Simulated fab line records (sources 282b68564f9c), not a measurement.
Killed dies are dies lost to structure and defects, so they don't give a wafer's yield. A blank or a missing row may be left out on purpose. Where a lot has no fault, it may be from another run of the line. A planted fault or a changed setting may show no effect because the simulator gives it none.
Split-lot study ; flow rit cmos ; 23 wafers read across 5 lots, on a route 202 steps long

== THE SPLIT ==
At RIT_PLDD_IMPLANT_08, the setting energy kev was moved away from the recipe's 20 on 9 of the 23 wafers read, by -4.3% to +3.3%. All remaining wafers had this setting at the recipe value.

== FROM THE SPLIT TO THE READING: what the file shows between them, 1 step ==
- RIT_PLDD_STRIP_09: strips in O2, time 180 s

== THE READING ==
PLDD_TW, at RIT_PLDD_TW_MEAS_10. Fault-free wafers of this fab line usually give 2352, standard deviation 14.

wafer;tool, chamber at the split;energy kev as run;against the recipe;PLDD_TW;against lot-mates on the recipe
L077.1;implanter-01, 0;19.36;-3.2%;2326;-20
L077.2;implanter-01, 0;19.36;-3.2%;2325;-21
L077.3;implanter-01, 0;19.36;-3.2%;2326;-20
L077.4;implanter-01, 0;20;recipe;2344;-
L077.6;implanter-01, 0;20;recipe;2348;-
L081.2;implanter-03, 0;20.66;+3.3%;2373;+12
L081.3;implanter-03, 0;20;recipe;2354;-
L081.4;implanter-03, 0;20;recipe;2365;-
L081.5;implanter-03, 0;20.66;+3.3%;2382;+21
L081.6;implanter-03, 0;20;recipe;2364;-
L082.1;implanter-01, 0;19.14;-4.3%;2332;-29
L082.2;implanter-01, 0;19.14;-4.3%;2344;-17
L082.3;implanter-01, 0;20;recipe;2352;-
L082.4;implanter-01, 0;20;recipe;2371;-
L082.5;implanter-01, 0;20;recipe;2360;-
L084.1;implanter-02, 0;19.39;-3.0%;2343;-24
L084.2;implanter-02, 0;19.39;-3.0%;2340;-27
L084.3;implanter-02, 0;20;recipe;2358;-
L084.5;implanter-02, 0;20;recipe;2366;-
L084.6;implanter-02, 0;20;recipe;2376;-
L085.1;implanter-03, 0;20;recipe;2322;-
L085.2;implanter-03, 0;20;recipe;2325;-
L085.4;implanter-03, 0;20;recipe;2321;-

THE FIT
A straight line over all 23 wafers: PLDD_TW changes by +5.77 for each +1% of energy kev; r = +0.62; the points scatter about the line by 15.
The same after taking each lot's own level away (the mean of its wafers on the recipe; 23 wafers): +5.93 for each +1%; r = +0.91; scatter 5.7.
According to that fit, moving energy kev by its largest amount changes the reading by 25.
Across the lots, their own levels run from 2322.7 to 2366.7, a range of 3.1 times the standard deviation given above.
So the lot-to-lot level blurs the effect unless lot-mates are compared.
Check: -25.8 against its lot-mates is what the line predicts for one of the wafers moved furthest among these (-4.3%) when that wafer is left out of the fit. Against them it came out at -29.

== FURTHER SPLITS ON THESE WAFERS ==
Note: prior to the reading, these wafers also went through further splits. Each is held against what the fit with the lots' levels taken away leaves over:
other split on the same wafers;wafers away from the commonest value;r with PLDD_TW (lot level and that fit taken away)
RIT_ACTIVE_DEVELOP_10 develop time s;9;-0.02
RIT_NWELL_IMPLANT_08 dose cm2;7;+0.09
RIT_PWELL_COAT_01 resist thk nm;7;+0.29
RIT_PWELL_DEVELOP_05 dev temp c;3;-0.02
RIT_NRETRO_IMPLANT_08 dose cm2;6;-0.14
RIT_PRETRO_COAT_01 spin rpm;6;+0.22
RIT_GATE_OXIDATION_05 temp c;5;+0.04
RIT_GATE_SOFTBAKE_12 temp c;8;+0.15
RIT_NLDD_SOFTBAKE_02 temp c;12;-0.24
RIT_NLDD_DEVELOP_05 develop time s;5;-0.03

== THE WHOLE CHAIN: every reading that the file lists as answering this split, in the file's order ==
step;what it does;reading;change (the file's fit);r (the file's)
RIT_PLDD_IMPLANT_08;;implant.rp nm (the simulator's own value, which no gauge read);+0.137 nm for each +1% of the setting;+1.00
RIT_PLDD_IMPLANT_08;;implant.drp nm (the simulator's own value, which no gauge read);+0.0687 nm for each +1% of the setting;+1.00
RIT_PLDD_TW_MEAS_10;;PLDD_TW;+6.02 for each +1% of the setting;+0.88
RIT_M1_PROBE_99;;etest.pldd.rs ohm sq (the simulator's own value, which no gauge read);-14.3 for each +1% of the setting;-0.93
RIT_M1_PROBE_99;;etest.pldd.line ohm um (the simulator's own value, which no gauge read);-4.56 for each +1% of the setting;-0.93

== FILE'S OWN FIT ==
PLDD_TW changes by +6.02 for each +1% of energy kev, r = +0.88.
